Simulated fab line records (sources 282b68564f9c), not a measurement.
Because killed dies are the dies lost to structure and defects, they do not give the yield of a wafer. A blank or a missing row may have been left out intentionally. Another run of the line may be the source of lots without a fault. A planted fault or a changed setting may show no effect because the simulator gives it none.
Comparing a struck lot with a sound one + flow ritCmos + 17 out of 202 route steps
Sound: the wafers L910.1, L910.3, L910.4. The struck wafers were L916.2, L916.3, L916.4. The cause comes at the end.
For every step that has rows: the tool of each side, followed by ch and its chambers, followed by its first start. Under that, the readings that differ: sound wafers + struck wafers + difference of the means + sigmas: that difference in standard deviations of wafers without a fault.
alike: readings whose means differ by less than 2 such deviations, and words and numbers that are the same on both sides. not compared: withheld readings, readings that some wafer has no value for, bounds like >300 that may hide the same value, and numbers for which the record gives no deviation and whose values overlap.
A row with sigmas, a row that says differs or no value, or rows on one side alone: a step with any of these is where the two part. When numbers do not overlap yet have no deviation, they are printed without sigmas and do not part them. A reading missing from all wafers of one side parts the sides only when that side holds two or more wafers.

RIT_PWELL_TW_MEAS_10:
  sound: filmMetro-03 at day 2 16:08; struck: filmMetro-02 at day 3 19:38
  alike: PWELL_TW
then, 1 step without rows for these wafers: RIT_WELLDRIVE_ANNEAL_00 (time 14700 s).
RIT_WELLDRIVE_RS_MEAS_01: measures by four-point-probe.
  sound: filmMetro-02 at day 2 21:16; struck: filmMetro-02 at day 4 00:47
  alike: NWELL_RS
RIT_WELLDRIVE_RS_MEAS_02: measures by four-point-probe.
  sound: filmMetro-02 at day 2 21:23; struck: filmMetro-02 at day 4 00:54
  alike: PWELL_RS
then, 6 steps without rows for these wafers: RIT_NRETRO_HMDS_00 (prime time 60 s); RIT_NRETRO_COAT_01 (resist thk 1300 nm); RIT_NRETRO_SOFTBAKE_02 (time 60 s); RIT_NRETRO_EXPOSE_03 (exposes mask M4, target cd 43900 nm); RIT_NRETRO_PEB_04; RIT_NRETRO_DEVELOP_05 (develop time 68 s).
RIT_NRETRO_OVL_MEAS_06:
  sound: overlay-01 at day 2 22:31; struck: overlay-02 at day 4 02:15
  alike: NRETRO_OVL
then, 1 step without rows for these wafers: RIT_NRETRO_HARDBAKE_07 (time 120 s).
RIT_NRETRO_IMPLANT_08:
  sound on implanter-03 ch 0, day 2 22:48; struck on implanter-03 ch 0, day 4 02:34
| reading                  | sound                | struck               | difference | sigmas      |
|--------------------------|----------------------|----------------------|------------|-------------|
| beamEnergyKeV            | 70.021 69.994 70.007 | 94.511 94.515 94.481 | +24.495    | +99 or more |
| model.implant.rpNm (nm)  | 83.79 83.79 83.79    | 115.5 115.5 115.5    | +31.7      |             |
| model.implant.drpNm (nm) | 33.94 33.94 33.94    | 43.45 43.45 43.45    | +9.51      |             |
RIT_NRETRO_STRIP_09: strips in O2, time 180 s.
  sound on plasmaAsher-04 ch 0,1, day 2 22:57; struck on plasmaAsher-01 ch 0,1, day 4 02:41
| reading                  | sound       | struck      | difference | sigmas |
|--------------------------|-------------|-------------|------------|--------|
| drypumpMotorCurrentA (A) | 6.2 6.3 6.2 | 4.9 5.0 5.5 | -1.1       | -3     |
  alike: o2FlowSccm
  not compared: rfHoursCounterH
RIT_NRETRO_TW_MEAS_10:
  sound: filmMetro-03 at day 2 23:08; struck: filmMetro-03 at day 4 02:52
| reading   | sound          | struck         | difference | sigmas |
|-----------|----------------|----------------|------------|--------|
| NRETRO_TW | 1058 1055 1057 | 1149 1142 1138 | +86        | +11    |
then, 1 step without rows for these wafers: RIT_PRETRO_HMDS_00 (prime time 60 s).
RIT_M1_PROBE_99:
  sound wafers here have rows in the record (prober-02, day 4 05:13); struck ones have none

## WHERE THEY PART
First at RIT_NRETRO_IMPLANT_08; last, within this record, at RIT_M1_PROBE_99.

WHY: what had been put in by the simulator
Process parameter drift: implanter-03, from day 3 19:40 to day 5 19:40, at RIT_NRETRO_IMPLANT_08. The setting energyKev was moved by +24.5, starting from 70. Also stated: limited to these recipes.
